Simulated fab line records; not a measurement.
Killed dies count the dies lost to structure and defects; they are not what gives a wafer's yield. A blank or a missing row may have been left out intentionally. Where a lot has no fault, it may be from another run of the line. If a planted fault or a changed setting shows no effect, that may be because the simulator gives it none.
A struck lot beside a sound one | flow berkeley-cmos170 | 15 steps out of a route of 331
Sound: wafers L359.1, L359.3, L359.5. Wafers struck: L354.1, L354.2, L354.4. At the end, the cause is stated.
For every step that has rows: the tool of each side, followed by ch and its chambers, followed by its first start. Under that, the readings that differ: sound wafers | struck wafers | difference of the means | sigmas: that difference in standard deviations of wafers without a fault.
alike: a reading whose means differ by less than 2 such deviations, as well as words and numbers matching on both sides. not compared: withheld readings; readings where some wafer has no value; bounds like >300 that might hide an equal value; numbers whose values overlap and for which the record gives no deviation.
The two part at a step that has a row with sigmas, a row that says differs or no value, or rows on one side only. Non-overlapping numbers with no deviation appear without sigmas and do not part them. Lack of a reading on every wafer of one side parts them only where that side has two or more wafers.

first, 1 step without rows for these wafers: UCB170_M2_SOFTBAKE_06 (time 60 s).
UCB170_M2_STRIP_07: strips in O2.
  sound on plasma-asher-01 ch 1, day 11 05:57; struck on plasma-asher-03 ch 0,1, day 10 03:44
  reading                      | sound             | struck            | difference | sigmas
  strip-time-to-endpoint-s (s) | 21.90 21.83 21.84 | 22.12 22.09 22.07 | +0.24      | +4
  alike: drypump-motor-current-A, o2-flow-sccm, oes-product-au
  not compared: rf-hours-counter-h
then, 7 steps without rows for these wafers: UCB170_M2_STRIP_08 (strips KrF in DMSO, time 600 s); UCB170_M2_COAT_09; UCB170_M2_COAT_10 (resist thk 900 nm); UCB170_M2_SOFTBAKE_11 (time 60 s); UCB170_M2_EXPOSE_12 (exposes mask METAL2, target cd 700 nm); UCB170_M2_PEB_13; UCB170_M2_DEVELOP_14 (develop time 45 s).
UCB170_M2_CD_MEAS_15: the cd target is 700 nm.
  struck on cd-sem-02, day 10 05:45; sound on cd-sem-01, day 11 07:30
  alike: cd-nm
UCB170_M2_OVL_MEAS_16:
  struck on overlay-01, day 10 05:52; sound on overlay-02, day 11 07:37
  alike: M2_OVL
UCB170_M2_ETCH_17: etches BARC in N2/H2.
  sound on rie-diel-03 ch 1,2,3, day 11 07:40; struck on rie-diel-02 ch 0,1,2, day 10 05:55
  alike: drypump-motor-current-A, n2-flow-sccm, oes-product-au, rf-fwd-power-W, throttle-valve-pct
UCB170_M2_METAL_ETCH_18: etches Al in Cl2/BCl3, stops on SiO2, target depth 1170 nm, time 201.3 s.
  sound on rie-metal-03 ch 0, day 11 07:42; struck on rie-metal-04 ch 1, day 10 05:57
  reading                             | sound             | struck            | difference | sigmas
  model.KrF_of_M2_COAT_10.thk-nm (nm) | 182.9 180 185.4   | 254.7 258.8 262.6 | +75.9      |
  model.M2.cd-nm (nm)                 | 696.1 696.3 696.3 | 702.7 704.8 705.7 | +8.2       |
  model.SiO2_of_V1_CVD_00.thk-nm (nm) | 937.3 939.1 937.5 | 941.7 942.6 941.9 | +4.1       |
  alike: drypump-motor-current-A, oes-product-au, throttle-valve-pct
  not compared: rf-fwd-power-W, rf-hours-counter-h
UCB170_M2_STRIP_19: strips in O2.
  sound on plasma-asher-03 ch 0,1, day 11 07:53; struck on plasma-asher-03 ch 0,1, day 10 06:19
  reading               | sound             | struck            | difference | sigmas
  oes-product-au (a.u.) | 0.512 0.512 0.514 | 0.584 0.587 0.600 | +0.078     | +6
  alike: drypump-motor-current-A, o2-flow-sccm
  not compared: rf-hours-counter-h
UCB170_M2_CD_MEAS_90: the cd target is 700 nm.
  struck on cd-sem-01, day 10 06:25; sound on cd-sem-01, day 11 07:59
  reading    | sound             | struck            | difference | sigmas
  cd-nm (nm) | 696.2 696.2 696.5 | 702.7 705.0 705.7 | +8.2       | +3

WHERE THEY PART
Earliest at UCB170_M2_STRIP_07; latest, in this record, at UCB170_M2_CD_MEAS_90.

WHY: what the simulator had put in
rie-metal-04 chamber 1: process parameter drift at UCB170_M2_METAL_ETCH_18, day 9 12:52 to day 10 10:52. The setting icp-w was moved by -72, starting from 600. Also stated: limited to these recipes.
